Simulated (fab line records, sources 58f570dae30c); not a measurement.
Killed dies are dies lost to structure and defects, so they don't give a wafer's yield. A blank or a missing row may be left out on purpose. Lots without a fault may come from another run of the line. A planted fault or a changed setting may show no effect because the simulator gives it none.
Chamber matching | flow berkeley_cmos170 | UCB170_CONTACT_ETCH_17 on rie_diel-02: 4 sister chambers
The step etches BARC in N2/H2. 4 wafers are shown with their chamber, then 7 later ones without.

WAFERS WITH THEIR CHAMBER
wafer  | chamber | throttle_valve_pct (%)
L932.2 | 3       | 13.19
L932.3 | 1       | 13.57
L933.1 | 0       | 13.00
L933.2 | 2       | 13.07

WAFERS WITHOUT THEIR CHAMBER
wafer  | throttle_valve_pct (%)
L933.4 | 13.17
L936.2 | 13.56
L936.5 | 13.09
L936.6 | 13.19
L940.2 | 13.56
L940.5 | 13.56
L940.6 | 12.99

WHICH CHAMBER EACH WENT THROUGH
wafer  | from the rows above | in truth
L933.4 | 3                   | 3
L936.2 | 1                   | 1
L936.5 | 2                   | 2
L936.6 | 3                   | 3
L940.2 | 1                   | 1
L940.5 | 1                   | 1
L940.6 | 0                   | 0
Placed correctly: 7 of 7. Can't be placed from these rows: 0. Placed wrongly: 0.
How it was worked out, from the rows above alone: a wafer's distance from a chamber is the root of the sum, over the readings, of the square of ((its reading less the chamber's mean) divided by the reading's scatter). The wafer belongs to the nearest chamber; if the next one is less than 2 further off, it can't be placed. A chamber's mean is the mean of its shown wafers. The scatter: with one shown wafer a chamber, the root of the mean of the squares of how far each hidden wafer lies from its nearest shown one.
